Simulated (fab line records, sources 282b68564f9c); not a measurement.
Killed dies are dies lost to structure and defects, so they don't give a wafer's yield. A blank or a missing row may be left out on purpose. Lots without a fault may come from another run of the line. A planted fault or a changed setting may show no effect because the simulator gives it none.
Which tool did it? | flow rit_cmos | 15 lots, 45 wafers sampled, at 4 steps of a route of 202

WHAT THE GAUGES READ, wafer by wafer
RIT_ACTIVE_CD_MEAS_90: target cd 1400 nm.
lot  | measured    | on        | cd_nm (nm)
L862 | day 1 16:44 | cd_sem-01 | 1405.2 1401.9 1403.2
L863 | day 1 20:01 | cd_sem-01 | 1400.7 1401.5 1402.8
L864 | day 2 01:15 | cd_sem-01 | 1401.1 1402.6 1402.4
L865 | day 2 06:21 | cd_sem-01 | 1397.1 1395.6 1397.4
L866 | day 2 11:56 | cd_sem-01 | 1395.5 1395.8 1394.2
L867 | day 2 16:56 | cd_sem-01 | 1401.5 1403.0 1402.8
L868 | day 2 22:38 | cd_sem-02 | 1396.5 1393.0 1397.2
L869 | day 3 03:52 | cd_sem-01 | 1403.0 1400.2 1402.0
L876 | day 4 13:45 | cd_sem-01 | 1401.8 1398.0 1398.4
L877 | day 4 19:26 | cd_sem-02 | 1402.4 1400.2 1397.9
L880 | day 5 12:04 | cd_sem-01 | 1394.3 1395.9 1396.0
L881 | day 5 14:59 | cd_sem-01 | 1402.1 1402.8 1400.4
L882 | day 5 19:51 | cd_sem-01 | 1401.0 1400.2 1399.8
L884 | day 6 07:07 | cd_sem-01 | 1401.0 1399.3 1400.3
L885 | day 6 10:47 | cd_sem-02 | 1396.7 1396.7 1398.2

RIT_PWELL_TW_MEAS_10.
lot  | measured    | on            | PWELL_TW
L862 | day 2 00:43 | film_metro-02 | 964 960 961
L863 | day 2 04:27 | film_metro-02 | 962 953 958
L864 | day 2 11:24 | film_metro-04 | 935 944 935
L865 | day 2 15:20 | film_metro-04 | 933 932 937
L866 | day 2 19:58 | film_metro-04 | 936 942 934
L867 | day 3 00:52 | film_metro-02 | 966 965 956
L868 | day 3 06:04 | film_metro-02 | 964 961 958
L869 | day 3 11:23 | film_metro-03 | 960 958 963
L876 | day 5 00:14 | film_metro-04 | 932 931 934
L877 | day 5 03:02 | film_metro-03 | 960 961 965
L880 | day 5 21:01 | film_metro-02 | 961 961 962
L881 | day 5 23:11 | film_metro-04 | 929 935 928
L882 | day 6 03:17 | film_metro-03 | 964 962 963
L884 | day 6 14:41 | film_metro-02 | 963 961 963
L885 | day 6 18:27 | film_metro-04 | 943 939 941

RIT_GATE_THK_MEAS_07.
lot  | measured    | on            | GATE_OXIDE_THK (nm)
L862 | day 2 14:05 | film_metro-02 | 3.00 2.93 3.01
L863 | day 2 15:17 | film_metro-03 | 2.95 3.01 3.06
L864 | day 3 00:41 | film_metro-02 | 4.96 4.87 5.03
L865 | day 3 04:19 | film_metro-01 | 5.09 5.00 5.14
L866 | day 3 07:25 | film_metro-03 | 2.97 3.01 3.00
L867 | day 3 12:16 | film_metro-02 | 3.00 3.07 3.04
L868 | day 3 21:13 | film_metro-03 | 4.96 4.98 4.96
L869 | day 4 01:41 | film_metro-03 | 3.04 3.04 3.00
L876 | day 5 11:37 | film_metro-03 | 3.00 3.02 3.01
L877 | day 5 13:35 | film_metro-02 | 3.03 3.06 3.04
L880 | day 6 07:37 | film_metro-02 | 3.01 3.05 3.03
L881 | day 6 09:51 | film_metro-03 | 2.93 2.95 3.02
L882 | day 6 17:37 | film_metro-02 | 2.98 2.97 3.02
L884 | day 7 02:52 | film_metro-01 | 2.97 2.96 2.98
L885 | day 7 06:13 | film_metro-02 | 2.96 2.96 2.93

WHICH TOOL RAN EACH LOT (tool, then ch and the chambers of the sampled wafers, then the start)
lot  | RIT_GATE_OXIDATION_05
L862 | furnace-01 ch 0, day 2 11:27
L863 | furnace-04 ch 0, day 2 13:58
L864 | furnace-04 ch 0, day 2 21:42
L865 | furnace-03 ch 0, day 3 00:35
L866 | furnace-04 ch 0, day 3 05:31
L867 | furnace-01 ch 0, day 3 10:51
L868 | furnace-04 ch 0, day 3 15:46
L869 | furnace-01 ch 0, day 3 22:05
L876 | furnace-01 ch 0, day 5 10:18
L877 | furnace-04 ch 0, day 5 12:15
L880 | furnace-03 ch 0, day 6 06:17
L881 | furnace-04 ch 0, day 6 08:31
L882 | furnace-03 ch 0, day 6 14:22
L884 | furnace-04 ch 0, day 7 00:13
L885 | furnace-04 ch 0, day 7 04:16
- RIT_GATE_OXIDATION_05: target thk 3 nm, ox time 270 s.

WHAT THE TOOLS THEMSELVES READ (means of the sampled wafers that have a number; where no wafer has one, the mark that the record gives instead)
The record holds no such reading with a usual standard deviation.

THE ANSWER, worked out from the rows above alone
Rule: what is usual is taken from the lots themselves. Put in order of their means at a reading, lots are off if they are a third of the lots or fewer, leave a main group of 4 or more, and stand apart from it by a gap of 3 or more times the standard deviation of the main group's means; of several such gaps the widest counts. A main group whose means are all the same, to the digits that the tables above print for the reading, isn't used. A lot without any number at a reading at which 4 lots or more have one is off too. The other lots that the step has rows for count as sound. The gauges are gone through in route order, then the tools' own readings, and for those a lot's mean is taken as printed above. The first step at which some lot is off is used, and at that step the reading that is off furthest; a lot without a number counts as furthest.
Off: L864, L865, L868, at RIT_GATE_THK_MEAS_07 (GATE_OXIDE_THK). The main group: mean 3.00 nm, standard deviation 0.029.
A tool fits if, at a process step before that reading, it ran every lot that is off, and no sound lot after the first of them. The gauges at RIT_GATE_THK_MEAS_07 are tried like those tools. None of those tried fits.

WHAT THE SIMULATOR HAD PUT IN
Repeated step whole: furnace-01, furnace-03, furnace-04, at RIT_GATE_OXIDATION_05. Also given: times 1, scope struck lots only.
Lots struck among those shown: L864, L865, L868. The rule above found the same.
